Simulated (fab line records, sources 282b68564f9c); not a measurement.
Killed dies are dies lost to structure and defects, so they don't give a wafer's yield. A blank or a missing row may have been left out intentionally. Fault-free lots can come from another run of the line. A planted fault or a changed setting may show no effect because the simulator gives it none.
Which of the tools did it? ; flow rit-cmos ; Sampling: 14 lots, 42 wafers, 3 of 202 route steps

## WHAT THE GAUGES READ, wafer by wafer
RIT_NSD_TW_MEAS_10.
lot;measured;on;NSD_TW
L575;day 3 03:42;film-metro-03;3110 3105 3113
L576;day 3 10:28;film-metro-03;3094 3120 3118
L577;day 3 16:39;film-metro-04;3070 3063 3081
L578;day 3 20:07;film-metro-02;3090 3081 3096
L581;day 4 11:13;film-metro-02;3081 3079 3076
L582;day 4 16:59;film-metro-02;3068 3081 3078
L583;day 4 20:22;film-metro-02;3087 3062 3082
L584;day 5 02:05;film-metro-03;3118 3116 3140
L585;day 5 06:50;film-metro-03;3151 3132 3123
L586;day 5 16:32;film-metro-03;3110 3111 3132
L587;day 5 18:30;film-metro-04;3079 3076 3067
L593;day 7 00:08;film-metro-04;3288 3283 3290
L594;day 7 04:04;film-metro-04;3288 3288 3285
L595;day 7 08:16;film-metro-04;3069 3060 3049

RIT_SDANNEAL_RS_MEAS_05: the measuring method here is four-point-probe.
lot;measured;on;NSD_RS (ohm/sq)
L575;day 3 05:46;film-metro-04;84.2 84.3 84.1
L576;day 3 12:37;film-metro-02;85.0 84.9 84.7
L577;day 3 18:53;film-metro-04;84.5 84.5 84.3
L578;day 3 22:10;film-metro-04;84.4 84.3 84.3
L581;day 4 13:16;film-metro-04;84.4 84.4 84.4
L582;day 4 19:14;film-metro-03;84.8 84.5 85.0
L583;day 4 22:32;film-metro-04;84.5 84.3 84.6
L584;day 5 04:07;film-metro-03;84.8 84.9 84.7
L585;day 5 09:01;film-metro-04;84.6 84.9 84.7
L586;day 5 18:34;film-metro-03;84.8 84.6 84.6
L587;day 5 20:35;film-metro-02;84.6 84.6 84.5
L593;day 7 02:19;film-metro-02;81.8 81.6 81.8
L594;day 7 06:14;film-metro-03;81.7 81.8 82.0
L595;day 7 10:34;film-metro-04;84.9 85.4 84.8

## WHAT TOOL EACH LOT RAN ON (gives the tool, then ch and the chambers of the sampled wafers, and finally the start)
lot;RIT_NSD_IMPLANT_08
L575;implanter-03 ch 0, day 3 03:25
L576;implanter-03 ch 0, day 3 10:09
L577;implanter-02 ch 0, day 3 16:20
L578;implanter-02 ch 0, day 3 19:47
L581;implanter-02 ch 0, day 4 10:54
L582;implanter-02 ch 0, day 4 16:42
L583;implanter-04 ch 0, day 4 20:03
L584;implanter-02 ch 0, day 5 01:46
L585;implanter-03 ch 0, day 5 06:33
L586;implanter-02 ch 0, day 5 16:10
L587;implanter-02 ch 0, day 5 18:13
L593;implanter-02 ch 0, day 6 23:50
L594;implanter-02 ch 0, day 7 03:45
L595;implanter-03 ch 0, day 7 07:59
- RIT_NSD_IMPLANT_08

## AS READ BY THE TOOLS THEMSELVES (means over the sampled wafers that have a number; for cases with no such wafer, the mark the record gives instead)
RIT_NSD_IMPLANT_08.
lot;tool;beam-energy-keV;dose-ions-cm2;tilt-deg (degrees)
L575;implanter-03;25.008;1.001e+15;7.024
L576;implanter-03;24.995;1.002e+15;7.006
L577;implanter-02;24.990;1.000e+15;6.994
L578;implanter-02;25.003;9.994e+14;6.994
L581;implanter-02;25.004;1.000e+15;7.013
L582;implanter-02;25.000;1.000e+15;7.015
L583;implanter-04;24.993;1.001e+15;7.006
L584;implanter-02;24.998;9.990e+14;7.013
L585;implanter-03;24.999;1.000e+15;6.993
L586;implanter-02;25.005;9.991e+14;7.003
L587;implanter-02;25.010;1.000e+15;6.998
L593;implanter-02;32.507;9.995e+14;7.009
L594;implanter-02;32.505;1.000e+15;7.025
L595;implanter-03;25.004;1.001e+15;6.969

## THE ANSWER, worked out from the rows above alone
Rule: the usual values come from the lots themselves. The widest of any qualifying gaps counts: lots, ordered by their means at a reading, are off when they make up no more than a third of the lots, leave a main group of 4 or more, and stand apart from it by 3 or more times the standard deviation of that group's means. If all means in a main group match to the digits the tables above print for the reading, that group is not used. A lot without any number at a reading at which 4 lots or more have one is off too. All remaining lots with rows at the step are treated as sound. First the gauges in route order, then the tools' own readings, where a lot's mean is used as printed above. At the first step where some lot is off, the reading lying furthest off is the one used; lots without a number count as furthest.
Off: at RIT_NSD_TW_MEAS_10 (NSD_TW), L593, L594. The main group: mean 3094, standard deviation 24.
A tool fits if, at a process step before that reading, it ran every lot that is off, and no sound lot after the first of them. The gauges at RIT_NSD_TW_MEAS_10 aren't tried: what is off there is off at RIT_SDANNEAL_RS_MEAS_05 too, on other tools, and a gauge's error can't cause that. One fits: implanter-02 at RIT_NSD_IMPLANT_08. A fault onset in the window from L587 (day 5 18:13, its last sound lot) to L593 (day 6 23:50, its first lot off) fits.
On the lots that are off, the tool's own readings at RIT_NSD_IMPLANT_08 differ by more than 5 times the standard deviation of the sound lots' means, which bears it out; beam-energy-keV reads 32.506 there versus 25.001 on the sound lots.

## WHAT HAD BEEN PUT IN BY THE SIMULATOR
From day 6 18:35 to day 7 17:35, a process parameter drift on implanter-02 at RIT_NSD_IMPLANT_08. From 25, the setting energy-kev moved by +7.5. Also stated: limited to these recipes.
Shown lots that were struck: L593, L594. The rule above found the same.
